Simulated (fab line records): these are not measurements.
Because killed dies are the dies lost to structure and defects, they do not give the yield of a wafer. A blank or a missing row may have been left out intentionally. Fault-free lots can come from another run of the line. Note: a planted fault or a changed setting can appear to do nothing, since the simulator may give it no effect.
2 desks looking at one fault / flow berkeley-cmos170 / only its own numbers are on each desk; what lay behind them is given at the end

== TOOL OWNER'S DESK, furnace-01 ==
The tool's own readings at UCB170_WELLDRIVE_OXIDATION_01 (target thk 199 nm, ox time 9000 s): means of the sampled wafers that have a number, for each lot that ran on this tool. A lot is out of limits, marked OUT, if its mean lies more than 4 standard deviations from the usual mean; the brackets give that distance.
Columns: A = spike-tc-centre-C at UCB170_WELLDRIVE_OXIDATION_01, usual 1102.2 C; B = spike-tc-load-C at UCB170_WELLDRIVE_OXIDATION_01, usual 1127.0 C; C = spike-tc-source-C at UCB170_WELLDRIVE_OXIDATION_01, usual 1125.9 C; D = tube-center-temp-C at UCB170_WELLDRIVE_OXIDATION_01, usual 1100.0 C; E = tube_center_temp_C_max at UCB170_WELLDRIVE_OXIDATION_01, usual 1102.9
lot=L114; first seen here=day 4 18:22; A=1100.8; B=1127.6; C=1126.2; D=1099.9; E=1103.2
lot=L115; first seen here=day 4 18:22; A=1100.0; B=1127.8; C=1126.6; D=1100.0; E=1103.0
lot=L120; first seen here=day 6 00:56; A=1111.0 (+5.5) OUT; B=1138.8 (+5.1) OUT; C=1137.6 (+6.2) OUT; D=1111.5 (+96) OUT; E=1114.7 (+23) OUT
lot=L121; first seen here=day 6 00:56; A=1112.0 (+6.1) OUT; B=1139.7 (+5.5) OUT; C=1137.6 (+6.2) OUT; D=1111.5 (+96) OUT; E=1114.4 (+22) OUT
Finding of this desk: L120, L121 out of limits; the first was L120 at day 6 00:56, on spike-tc-centre-C at UCB170_WELLDRIVE_OXIDATION_01. Within limits: L114, L115.

== THE METROLOGY DESK ==
What the gauges read for every lot (on any tool): the sampled wafers with a number, averaged. A lot is out of limits, marked OUT, if its mean lies more than 4 standard deviations from the usual mean; the brackets give that distance.
Columns: A = PWELL_OVL at UCB170_PWELL_OVL_MEAS_13, usual 0 nm; B = PWELL_TW at UCB170_PWELL_TW_MEAS_17, usual 382.9; C = WELLDRIVE_OXIDE_THK at UCB170_WELLDRIVE_THK_MEAS_02, usual 201 nm
lot=L115; first seen here=day 4 09:16; A=-2; B=385.3; C=203
lot=L114; first seen here=day 4 09:33; A=-2; B=384.7; C=205
lot=L121; first seen here=day 5 11:53; A=3; B=381.1; C=207
lot=L120; first seen here=day 5 12:30; A=4; B=382.8; C=217
lot=L126; first seen here=day 7 01:05; A=5; B=384.2; C=204
lot=L127; first seen here=day 7 01:19; A=2; B=383.2; C=200
This desk's verdict: no lot among the 6 shows anything out of limits.

== PUT TOGETHER ==
The tool owner's desk had the chance to raise an alarm at day 6 00:56 on L120, L121.
Nothing out of limits was seen by the metrology desk.
The metrology desk holds a record of L120, L121, inside its limits.
On furnace-01, each named lot ran UCB170_WELLDRIVE_OXIDATION_01.

== WHAT THE SIMULATOR HAD INSERTED ==
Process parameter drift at UCB170_WELLDRIVE_OXIDATION_01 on furnace-01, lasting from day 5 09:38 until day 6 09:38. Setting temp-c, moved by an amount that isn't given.
Shown lots that were struck: L120, L121.
Time in hours from fault onset to the first out-of-limits reading at each desk: the tool owner's desk, 15.
